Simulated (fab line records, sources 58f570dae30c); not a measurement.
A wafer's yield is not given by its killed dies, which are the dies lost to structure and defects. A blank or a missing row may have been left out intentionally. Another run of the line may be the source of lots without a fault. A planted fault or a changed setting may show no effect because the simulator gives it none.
fab line records :: flow berkeley-cmos170 :: part 2 of 2: steps 33 to 44 of 44
record:
  lots: 5
  wafers: 15
  last-day: 12
route steps=331 shown NWELL@15 PWELL@34 WELLDRIVE@55
lots with no fault: from the same line, run without faults
start-h: start of the lot's first displayed wafer, in hours after the record's first day :: wait-h: hours elapsed since this lot's preceding step :: " identical to the entry in the row above :: L1.1+2: a single row standing in for several wafers :: - either no value or no given start :: * or withheld: withheld :: < > ~ a bound
route shown NAME@n: a module of which the file shows steps, and the number in the route of the first :: usual: average and standard deviation across the fault-free wafers :: same: alike in all rows :: chamber/n: place in a boat :: sites: per-site readings :: _std_site: standard deviation across them :: _edge_site: mean of outer sites minus mean of inner sites :: radius-mm: how far each site lies from the wafer's centre :: mask NAME#n: copy n :: behind: the tool/chamber that last shaped the wafer :: hold: what put the lot on hold/how long, in hours/how the hold closed :: device: transistor that didn't switch, given as n, p or np :: end of line: the same wafers' tests at the end of the route :: a step without rows: its recipe alone :: killed: dies lost to structure and defects at the first sort, not the wafer's yield :: map: per-die view of a wafer (x killed, . not killed, _ where there is no die)
set.NAME: the run value of the setting; set.NAME@STEP: its run value at that earlier step :: model.NAME: the simulator's own value behind a step, which no gauge read
a table for each step, a row for each wafer; lots at some steps of the route
services: when a tool's chamber went out of use (start-h, in hours from the record's first day, below 0 if earlier), for how many hours, and the reason
== steps ==
step: UCB170_PWELL_OVL_MEAS_13
usual:
  PWELL_OVL: -1/6
lot.wafer: L075.1
tool: overlay-01
chamber: -
start-h: 62.16
wait-h: -
PWELL_OVL[nm]: -1

lot.wafer: L075.3
tool: overlay-01
chamber: -
start-h: 62.16
wait-h: -
PWELL_OVL[nm]: -1

lot.wafer: L075.6
tool: overlay-01
chamber: -
start-h: 62.16
wait-h: -
PWELL_OVL[nm]: -5

lot.wafer: L081.3
tool: overlay-01
chamber: -
start-h: 86.67
wait-h: -
PWELL_OVL[nm]: 2

lot.wafer: L081.4
tool: overlay-01
chamber: -
start-h: 86.67
wait-h: -
PWELL_OVL[nm]: 3

lot.wafer: L081.5
tool: overlay-01
chamber: -
start-h: 86.67
wait-h: -
PWELL_OVL[nm]: 4

lot.wafer: L082.1
tool: overlay-01
chamber: -
start-h: 86.90
wait-h: -
PWELL_OVL[nm]: -8

lot.wafer: L082.3
tool: overlay-01
chamber: -
start-h: 86.90
wait-h: -
PWELL_OVL[nm]: -3

lot.wafer: L082.6
tool: overlay-01
chamber: -
start-h: 86.90
wait-h: -
PWELL_OVL[nm]: -7

lot.wafer: L093.2
tool: overlay-01
chamber: -
start-h: 150.46
wait-h: -
PWELL_OVL[nm]: -5

lot.wafer: L093.4
tool: overlay-01
chamber: -
start-h: 150.46
wait-h: -
PWELL_OVL[nm]: -1

lot.wafer: L093.6
tool: overlay-01
chamber: -
start-h: 150.46
wait-h: -
PWELL_OVL[nm]: -9

lot.wafer: L097.3
tool: overlay-02
chamber: -
start-h: 168.53
wait-h: -
PWELL_OVL[nm]: -2

lot.wafer: L097.5
tool: overlay-02
chamber: -
start-h: 168.53
wait-h: -
PWELL_OVL[nm]: 5

lot.wafer: L097.6
tool: overlay-02
chamber: -
start-h: 168.53
wait-h: -
PWELL_OVL[nm]: 4
step: UCB170_PWELL_ETCH_14
recipe:
  chemistry: CH3F/Ar/O2
  target: Si3N4
  stop-on: SiO2
  CH3F_flow_sccm: 20
  Ar_flow_sccm: 50
  O2_flow_sccm: 7
  pressure-mtorr: 50
  rf-w: 450
  target-depth-a: 2420
  over-etch-frac: 0.1
  time-s: 151
usual:
  drypump-motor-current-A: 5.5/0.33
  oes-product-au: 0.934/0.013
  throttle-valve-pct: 8.00/0.13
lot.wafer: L075.1
tool: rie-diel-04
chamber: 3
start-h: 62.19
wait-h: 0.0
drypump-motor-current-A: 5.0
oes-product-au: 0.949
rf-hours-counter-h: 131
throttle-valve-pct: 7.95

lot.wafer: L075.3
tool: rie-diel-04
chamber: 2
start-h: 62.19
wait-h: 0.0
drypump-motor-current-A: 5.1
oes-product-au: 0.939
rf-hours-counter-h: 54
throttle-valve-pct: 8.00

lot.wafer: L075.6
tool: rie-diel-04
chamber: 1
start-h: 62.19
wait-h: 0.0
drypump-motor-current-A: 5.8
oes-product-au: 0.929
rf-hours-counter-h: -
throttle-valve-pct: 8.26

lot.wafer: L081.3
tool: rie-diel-04
chamber: 0
start-h: 86.70
wait-h: 0.0
drypump-motor-current-A: 5.9
oes-product-au: 0.943
rf-hours-counter-h: 88
throttle-valve-pct: 8.02

lot.wafer: L081.4
tool: rie-diel-04
chamber: 1
start-h: 86.70
wait-h: 0.0
drypump-motor-current-A: 5.8
oes-product-au: 0.923
rf-hours-counter-h: 131
throttle-valve-pct: 8.26

lot.wafer: L081.5
tool: rie-diel-04
chamber: 0
start-h: 86.70
wait-h: 0.0
drypump-motor-current-A: 5.9
oes-product-au: 0.946
rf-hours-counter-h: -
throttle-valve-pct: 8.02

lot.wafer: L082.1
tool: rie-diel-03
chamber: 2
start-h: 86.94
wait-h: 0.0
drypump-motor-current-A: 5.2
oes-product-au: 0.942
rf-hours-counter-h: 135
throttle-valve-pct: 7.81

lot.wafer: L082.3
tool: rie-diel-03
chamber: 1
start-h: 86.94
wait-h: 0.0
drypump-motor-current-A: 5.6
oes-product-au: 0.930
rf-hours-counter-h: 105
throttle-valve-pct: 7.81

lot.wafer: L082.6
tool: rie-diel-03
chamber: 1
start-h: 86.94
wait-h: 0.0
drypump-motor-current-A: 5.6
oes-product-au: 0.933
rf-hours-counter-h: -
throttle-valve-pct: 7.81

lot.wafer: L093.2
tool: rie-diel-03
chamber: 2
start-h: 150.49
wait-h: 0.0
drypump-motor-current-A: 5.2
oes-product-au: 0.938
rf-hours-counter-h: 139
throttle-valve-pct: 7.83

lot.wafer: L093.4
tool: rie-diel-03
chamber: 1
start-h: 150.49
wait-h: 0.0
drypump-motor-current-A: 5.7
oes-product-au: 0.926
rf-hours-counter-h: 108
throttle-valve-pct: 7.83

lot.wafer: L093.6
tool: rie-diel-03
chamber: 3
start-h: 150.49
wait-h: 0.0
drypump-motor-current-A: 5.5
oes-product-au: 0.929
rf-hours-counter-h: -
throttle-valve-pct: 7.95

lot.wafer: L097.3
tool: rie-diel-03
chamber: 3
start-h: 168.56
wait-h: 0.0
drypump-motor-current-A: 5.5
oes-product-au: 0.919
rf-hours-counter-h: 82
throttle-valve-pct: 7.94

lot.wafer: L097.5
tool: rie-diel-03
chamber: 1
start-h: 168.56
wait-h: 0.0
drypump-motor-current-A: 5.6
oes-product-au: 0.916
rf-hours-counter-h: -
throttle-valve-pct: 7.83

lot.wafer: L097.6
tool: rie-diel-03
chamber: 2
start-h: 168.56
wait-h: 0.0
drypump-motor-current-A: 5.2
oes-product-au: 0.932
rf-hours-counter-h: -
throttle-valve-pct: 7.82
step: UCB170_PWELL_IMPLANT_15
recipe:
  species: B
  dose-cm2: 5e+12
  energy-kev: 60
  tilt-deg: 7
lot.wafer: L075.1+3+6
tool: implanter-03
chamber: 0
start-h: 62.29
wait-h: 0.1

lot.wafer: L081.3+4+5
tool: implanter-01
chamber: 0
start-h: 86.85
wait-h: 0.1

lot.wafer: L082.1+3+6
tool: implanter-04
chamber: 0
start-h: 87.04
wait-h: 0.1

lot.wafer: L093.2+4+6
tool: implanter-04
chamber: 0
start-h: 150.62
wait-h: 0.1

lot.wafer: L097.3+5+6
tool: implanter-03
chamber: 0
start-h: 168.71
wait-h: 0.1
step: UCB170_PWELL_STRIP_16
recipe:
  chemistry: O2
  power-w: 400
  pressure-mtorr: 3500
  platen-temp-c: withheld
  o2-flow-sccm: 400
  overash-fraction: 0.4861
usual:
  drypump-motor-current-A: 5.6/0.52
  oes-product-au: 0.726/0.0048
  strip-time-to-endpoint-s: 18.16/0.088
same:
  overash-fraction: 0.4861
lot.wafer: L075.1
tool: plasma-asher-04
chamber: 0
start-h: 62.44
wait-h: 0.1
drypump-motor-current-A: 5.3
oes-product-au: 0.727
rf-hours-counter-h: 26
strip-time-to-endpoint-s: 18.03

lot.wafer: L075.3
tool: plasma-asher-04
chamber: 0
start-h: 62.44
wait-h: 0.1
drypump-motor-current-A: 5.3
oes-product-au: 0.724
rf-hours-counter-h: -
strip-time-to-endpoint-s: 18.12

lot.wafer: L075.6
tool: plasma-asher-04
chamber: 1
start-h: 62.44
wait-h: 0.1
drypump-motor-current-A: 6.4
oes-product-au: 0.727
rf-hours-counter-h: -
strip-time-to-endpoint-s: 18.09

lot.wafer: L081.3
tool: plasma-asher-04
chamber: 1
start-h: 86.98
wait-h: 0.1
drypump-motor-current-A: 6.4
oes-product-au: 0.726
rf-hours-counter-h: -
strip-time-to-endpoint-s: 18.19

lot.wafer: L081.4
tool: plasma-asher-04
chamber: 0
start-h: 86.98
wait-h: 0.1
drypump-motor-current-A: 5.3
oes-product-au: 0.719
rf-hours-counter-h: -
strip-time-to-endpoint-s: 18.21

lot.wafer: L081.5
tool: plasma-asher-04
chamber: 0
start-h: 86.98
wait-h: 0.1
drypump-motor-current-A: 5.3
oes-product-au: 0.727
rf-hours-counter-h: -
strip-time-to-endpoint-s: 18.15

lot.wafer: L082.1
tool: plasma-asher-03
chamber: 0
start-h: 87.19
wait-h: 0.1
drypump-motor-current-A: 5.7
oes-product-au: 0.724
rf-hours-counter-h: 35
strip-time-to-endpoint-s: 18.20

lot.wafer: L082.3
tool: plasma-asher-03
chamber: 0
start-h: 87.19
wait-h: 0.1
drypump-motor-current-A: 5.7
oes-product-au: 0.732
rf-hours-counter-h: -
strip-time-to-endpoint-s: 18.27

lot.wafer: L082.6
tool: plasma-asher-03
chamber: 0
start-h: 87.19
wait-h: 0.1
drypump-motor-current-A: 5.7
oes-product-au: 0.726
rf-hours-counter-h: -
strip-time-to-endpoint-s: 18.28

lot.wafer: L093.2
tool: plasma-asher-04
chamber: 0
start-h: 150.74
wait-h: 0.1
drypump-motor-current-A: 5.3
oes-product-au: 0.729
rf-hours-counter-h: 37
strip-time-to-endpoint-s: 18.28

lot.wafer: L093.4
tool: plasma-asher-04
chamber: 0
start-h: 150.74
wait-h: 0.1
drypump-motor-current-A: 5.3
oes-product-au: 0.725
rf-hours-counter-h: -
strip-time-to-endpoint-s: 18.27

lot.wafer: L093.6
tool: plasma-asher-04
chamber: 1
start-h: 150.74
wait-h: 0.1
drypump-motor-current-A: 6.4
oes-product-au: 0.722
rf-hours-counter-h: -
strip-time-to-endpoint-s: 18.28

lot.wafer: L097.3
tool: plasma-asher-02
chamber: 0
start-h: 168.84
wait-h: 0.1
drypump-motor-current-A: 5.1
oes-product-au: 0.724
rf-hours-counter-h: -
strip-time-to-endpoint-s: 18.18

lot.wafer: L097.5
tool: plasma-asher-02
chamber: 0
start-h: 168.84
wait-h: 0.1
drypump-motor-current-A: 5.1
oes-product-au: 0.721
rf-hours-counter-h: -
strip-time-to-endpoint-s: 18.11

lot.wafer: L097.6
tool: plasma-asher-02
chamber: 1
start-h: 168.84
wait-h: 0.1
drypump-motor-current-A: 6.1
oes-product-au: 0.730
rf-hours-counter-h: -
strip-time-to-endpoint-s: 18.10
step: UCB170_PWELL_TW_MEAS_17
usual:
  PWELL_TW: 379.7/2.3
lot.wafer: L075.1
tool: film-metro-02
chamber: -
start-h: 62.54
wait-h: 0.1
PWELL_TW: 380.2

lot.wafer: L075.3
tool: film-metro-02
chamber: -
start-h: 62.54
wait-h: 0.1
PWELL_TW: 379.0

lot.wafer: L075.6
tool: film-metro-02
chamber: -
start-h: 62.54
wait-h: 0.1
PWELL_TW: 379.0

lot.wafer: L081.3
tool: film-metro-02
chamber: -
start-h: 87.07
wait-h: 0.1
PWELL_TW: 382.0

lot.wafer: L081.4
tool: film-metro-02
chamber: -
start-h: 87.07
wait-h: 0.1
PWELL_TW: 379.5

lot.wafer: L081.5
tool: film-metro-02
chamber: -
start-h: 87.07
wait-h: 0.1
PWELL_TW: 379.1

lot.wafer: L082.1
tool: film-metro-02
chamber: -
start-h: 87.29
wait-h: 0.1
PWELL_TW: 380.9

lot.wafer: L082.3
tool: film-metro-02
chamber: -
start-h: 87.29
wait-h: 0.1
PWELL_TW: 381.3

lot.wafer: L082.6
tool: film-metro-02
chamber: -
start-h: 87.29
wait-h: 0.1
PWELL_TW: 381.5

lot.wafer: L093.2
tool: film-metro-04
chamber: -
start-h: 150.85
wait-h: 0.1
PWELL_TW: 380.0

lot.wafer: L093.4
tool: film-metro-04
chamber: -
start-h: 150.85
wait-h: 0.1
PWELL_TW: 380.0

lot.wafer: L093.6
tool: film-metro-04
chamber: -
start-h: 150.85
wait-h: 0.1
PWELL_TW: 377.6

lot.wafer: L097.3
tool: film-metro-01
chamber: -
start-h: 168.93
wait-h: 0.1
PWELL_TW: 378.4

lot.wafer: L097.5
tool: film-metro-01
chamber: -
start-h: 168.93
wait-h: 0.1
PWELL_TW: 380.9

lot.wafer: L097.6
tool: film-metro-01
chamber: -
start-h: 168.93
wait-h: 0.1
PWELL_TW: 381.6
step: UCB170_PWELL_CLEAN_18
recipe:
  chemistry: SPM
  temp-c: 120
  time-s: 600
lot.wafer: L075.1+3+6
tool: wet-bench-01
chamber: 1
start-h: 62.60
wait-h: 0.1

lot.wafer: L081.3+4+5
tool: wet-bench-01
chamber: 1
start-h: 87.11
wait-h: 0.0

lot.wafer: L082.1+3+6
tool: wet-bench-01
chamber: 1
start-h: 87.35
wait-h: 0.1

lot.wafer: L093.2+4+6
tool: wet-bench-03
chamber: 0
start-h: 150.90
wait-h: 0.0

lot.wafer: L097.3+5+6
tool: wet-bench-01
chamber: 3
start-h: 171.05
wait-h: 2.1
step: UCB170_PWELL_WET_ETCH_19
recipe:
  chemistry: H3PO4
  target: Si3N4
  temp-c: 160
  time-s: 14400
lot.wafer: L075.1+3+6
tool: wet-bench-01
chamber: 1
start-h: 62.79
wait-h: 0.0

lot.wafer: L081.3+4+5
tool: wet-bench-03
chamber: 2
start-h: 87.28
wait-h: 0.0

lot.wafer: L082.1+3+6
tool: wet-bench-01
chamber: 2
start-h: 87.52
wait-h: 0.0

lot.wafer: L093.2+4+6
tool: wet-bench-01
chamber: 3
start-h: 151.09
wait-h: 0.0

lot.wafer: L097.3+5+6
tool: wet-bench-01
chamber: 3
start-h: 171.48
wait-h: 0.3
step: UCB170_PWELL_WET_ETCH_20
recipe:
  chemistry: BOE
  dilution: 5:1
  target: SiO2
  temp-c: 25
  time-s: 22
lot.wafer: L075.1+3+6
tool: wet-bench-01
chamber: 0
start-h: 67.36
wait-h: 0.2

lot.wafer: L082.1+3+6
tool: wet-bench-01
chamber: 1
start-h: 91.53
wait-h: 0.0

lot.wafer: L081.3+4+5
tool: wet-bench-03
chamber: 3
start-h: 91.66
wait-h: 0.0

lot.wafer: L093.2+4+6
tool: wet-bench-01
chamber: 2
start-h: 155.10
wait-h: 0.0

lot.wafer: L097.3+5+6
tool: wet-bench-02
chamber: 2
start-h: 175.58
wait-h: 0.1
step: UCB170_WELLDRIVE_CLEAN_00
recipe:
  chemistry: SPM
  temp-c: 120
  time-s: 600
lot.wafer: L075.1+3+6
tool: wet-bench-01
chamber: 3
start-h: 67.44
wait-h: 0.1

lot.wafer: L082.1+3+6
tool: wet-bench-01
chamber: 0
start-h: 91.55
wait-h: 0.0

lot.wafer: L081.3+4+5
tool: wet-bench-02
chamber: 2
start-h: 91.67
wait-h: 0.0

lot.wafer: L093.2+4+6
tool: wet-bench-01
chamber: 0
start-h: 155.12
wait-h: 0.0

lot.wafer: L097.3+5+6
tool: wet-bench-02
chamber: 1
start-h: 175.62
wait-h: 0.0
step: UCB170_WELLDRIVE_OXIDATION_01
recipe:
  temp-c: 1100
  ambient: O2
  target-thk-a: 1990
  ox-time-s: 9000
usual:
  zone-power-source-pct: 44.3/2.6
lot.wafer: L075.1
tool: furnace-04
chamber: 0
start-h: 70.50
wait-h: 2.9
zone-power-source-pct: 42.7

lot.wafer: L075.3
tool: furnace-04
chamber: 0
start-h: 70.50
wait-h: 2.9
zone-power-source-pct: 43.0

lot.wafer: L075.6
tool: furnace-04
chamber: 0
start-h: 70.50
wait-h: 2.9
zone-power-source-pct: 42.5

lot.wafer: L081.3
tool: furnace-02
chamber: 0
start-h: 95.43
wait-h: 3.6
zone-power-source-pct: 48.2

lot.wafer: L081.4
tool: furnace-02
chamber: 0
start-h: 95.43
wait-h: 3.6
zone-power-source-pct: 48.2

lot.wafer: L081.5
tool: furnace-02
chamber: 0
start-h: 95.43
wait-h: 3.6
zone-power-source-pct: 48.4

lot.wafer: L082.1
tool: furnace-02
chamber: 0
start-h: 95.43
wait-h: 3.7
zone-power-source-pct: 47.8

lot.wafer: L082.3
tool: furnace-02
chamber: 0
start-h: 95.43
wait-h: 3.7
zone-power-source-pct: 48.0

lot.wafer: L082.6
tool: furnace-02
chamber: 0
start-h: 95.43
wait-h: 3.7
zone-power-source-pct: 47.5

lot.wafer: L093.2
tool: furnace-04
chamber: 0
start-h: 157.91
wait-h: 2.6
zone-power-source-pct: 43.0

lot.wafer: L093.4
tool: furnace-04
chamber: 0
start-h: 157.91
wait-h: 2.6
zone-power-source-pct: 42.6

lot.wafer: L093.6
tool: furnace-04
chamber: 0
start-h: 157.91
wait-h: 2.6
zone-power-source-pct: 42.7

lot.wafer: L097.3
tool: furnace-04
chamber: 0
start-h: 178.44
wait-h: 2.7
zone-power-source-pct: 42.0

lot.wafer: L097.5
tool: furnace-04
chamber: 0
start-h: 178.44
wait-h: 2.7
zone-power-source-pct: 42.8

lot.wafer: L097.6
tool: furnace-04
chamber: 0
start-h: 178.44
wait-h: 2.7
zone-power-source-pct: 43.6
step: UCB170_WELLDRIVE_THK_MEAS_02
recipe:
  reads: SiO2_of_WELLDRIVE_OXIDATION_01
usual:
  WELLDRIVE_OXIDE_THK: 200/3.2
lot.wafer: L075.1
tool: film-metro-02
chamber: -
start-h: 74.00
wait-h: 0.0
WELLDRIVE_OXIDE_THK[nm]: 204

lot.wafer: L075.3
tool: film-metro-02
chamber: -
start-h: 74.00
wait-h: 0.0
WELLDRIVE_OXIDE_THK[nm]: 204

lot.wafer: L075.6
tool: film-metro-02
chamber: -
start-h: 74.00
wait-h: 0.0
WELLDRIVE_OXIDE_THK[nm]: 205

lot.wafer: L082.1
tool: film-metro-02
chamber: -
start-h: 98.93
wait-h: 0.0
WELLDRIVE_OXIDE_THK[nm]: 199

lot.wafer: L082.3
tool: film-metro-02
chamber: -
start-h: 98.93
wait-h: 0.0
WELLDRIVE_OXIDE_THK[nm]: 200

lot.wafer: L082.6
tool: film-metro-02
chamber: -
start-h: 98.93
wait-h: 0.0
WELLDRIVE_OXIDE_THK[nm]: 197

lot.wafer: L081.3
tool: film-metro-03
chamber: -
start-h: 98.95
wait-h: 0.0
WELLDRIVE_OXIDE_THK[nm]: 194

lot.wafer: L081.4
tool: film-metro-03
chamber: -
start-h: 98.95
wait-h: 0.0
WELLDRIVE_OXIDE_THK[nm]: 197

lot.wafer: L081.5
tool: film-metro-03
chamber: -
start-h: 98.95
wait-h: 0.0
WELLDRIVE_OXIDE_THK[nm]: 200

lot.wafer: L093.2
tool: film-metro-03
chamber: -
start-h: 161.42
wait-h: 0.0
WELLDRIVE_OXIDE_THK[nm]: 199

lot.wafer: L093.4
tool: film-metro-03
chamber: -
start-h: 161.42
wait-h: 0.0
WELLDRIVE_OXIDE_THK[nm]: 196

lot.wafer: L093.6
tool: film-metro-03
chamber: -
start-h: 161.42
wait-h: 0.0
WELLDRIVE_OXIDE_THK[nm]: 196

lot.wafer: L097.3
tool: film-metro-02
chamber: -
start-h: 181.96
wait-h: 0.0
WELLDRIVE_OXIDE_THK[nm]: 202

lot.wafer: L097.5
tool: film-metro-02
chamber: -
start-h: 181.96
wait-h: 0.0
WELLDRIVE_OXIDE_THK[nm]: 204

lot.wafer: L097.6
tool: film-metro-02
chamber: -
start-h: 181.96
wait-h: 0.0
WELLDRIVE_OXIDE_THK[nm]: 206
step: UCB170_WELLDRIVE_ANNEAL_03
recipe:
  temp-c: 1100
  time-s: 900
  ambient: N2
usual:
  zone-power-source-pct: 44.4/2.9
lot.wafer: L075.1
tool: furnace-01
chamber: 0
start-h: 75.91
wait-h: 1.9
zone-power-source-pct: 40.8

lot.wafer: L075.3
tool: furnace-01
chamber: 0
start-h: 75.91
wait-h: 1.9
zone-power-source-pct: 41.7

lot.wafer: L075.6
tool: furnace-01
chamber: 0
start-h: 75.91
wait-h: 1.9
zone-power-source-pct: 41.3

lot.wafer: L081.3
tool: furnace-02
chamber: 0
start-h: 101.93
wait-h: 3.0
zone-power-source-pct: 47.6

lot.wafer: L081.4
tool: furnace-02
chamber: 0
start-h: 101.93
wait-h: 3.0
zone-power-source-pct: 48.4

lot.wafer: L081.5
tool: furnace-02
chamber: 0
start-h: 101.93
wait-h: 3.0
zone-power-source-pct: 47.7

lot.wafer: L082.1
tool: furnace-02
chamber: 0
start-h: 101.93
wait-h: 3.0
zone-power-source-pct: 47.7

lot.wafer: L082.3
tool: furnace-02
chamber: 0
start-h: 101.93
wait-h: 3.0
zone-power-source-pct: 47.7

lot.wafer: L082.6
tool: furnace-02
chamber: 0
start-h: 101.93
wait-h: 3.0
zone-power-source-pct: 47.8

lot.wafer: L093.2
tool: furnace-02
chamber: 0
start-h: 163.83
wait-h: 2.4
zone-power-source-pct: 47.7

lot.wafer: L093.4
tool: furnace-02
chamber: 0
start-h: 163.83
wait-h: 2.4
zone-power-source-pct: 47.7

lot.wafer: L093.6
tool: furnace-02
chamber: 0
start-h: 163.83
wait-h: 2.4
zone-power-source-pct: 47.6

lot.wafer: L097.3
tool: furnace-01
chamber: 0
start-h: 185.39
wait-h: 3.4
zone-power-source-pct: 41.2

lot.wafer: L097.5
tool: furnace-01
chamber: 0
start-h: 185.39
wait-h: 3.4
zone-power-source-pct: 40.5

lot.wafer: L097.6
tool: furnace-01
chamber: 0
start-h: 185.39
wait-h: 3.4
zone-power-source-pct: 41.7
== services ==
tool: furnace-03
chamber: -
start-h: 7.57
hours: 10.0
kind: repair

tool: furnace-01
chamber: -
start-h: 21.09
hours: 2.1
kind: pm

tool: rie-diel-03
chamber: 0
start-h: 38.76
hours: 2.1
kind: repair

tool: rie-diel-04
chamber: 3
start-h: 42.75
hours: 2.8
kind: repair

tool: furnace-04
chamber: -
start-h: 44.96
hours: 4.5
kind: pm

tool: krf-scanner-01
chamber: -
start-h: 59.07
hours: 1.0
kind: pm

tool: implanter-03
chamber: -
start-h: 76.89
hours: 1.8
kind: repair

tool: furnace-04
chamber: -
start-h: 80.43
hours: 4.2
kind: pm

tool: furnace-04
chamber: -
start-h: 89.17
hours: 3.0
kind: pm

tool: furnace-01
chamber: -
start-h: 90.93
hours: 3.1
kind: pm

tool: rie-diel-04
chamber: 2
start-h: 104.92
hours: 3.3
kind: repair

tool: rie-diel-03
chamber: -
start-h: 107.32
hours: 14.6
kind: pm

tool: implanter-03
chamber: -
start-h: 107.98
hours: 2.8
kind: pm

tool: rie-diel-04
chamber: 1
start-h: 110.23
hours: 4.1
kind: repair

tool: krf-scanner-01
chamber: -
start-h: 120.35
hours: 0.8
kind: pm

tool: rie-diel-03
chamber: 3
start-h: 125.53
hours: 4.9
kind: repair

tool: rie-diel-03
chamber: 1
start-h: 133.39
hours: 4.7
kind: repair

tool: rie-diel-03
chamber: 0
start-h: 135.29
hours: 7.5
kind: repair

tool: furnace-01
chamber: -
start-h: 139.67
hours: 4.1
kind: pm

tool: implanter-03
chamber: -
start-h: 146.23
hours: 2.3
kind: repair

tool: krf-scanner-01
chamber: -
start-h: 167.65
hours: 1.3
kind: pm

tool: furnace-02
chamber: -
start-h: 168.08
hours: 2.5
kind: pm

tool: rie-diel-04
chamber: 3
start-h: 169.45
hours: 1.2
kind: repair

tool: implanter-03
chamber: -
start-h: 172.35
hours: 2.0
kind: repair
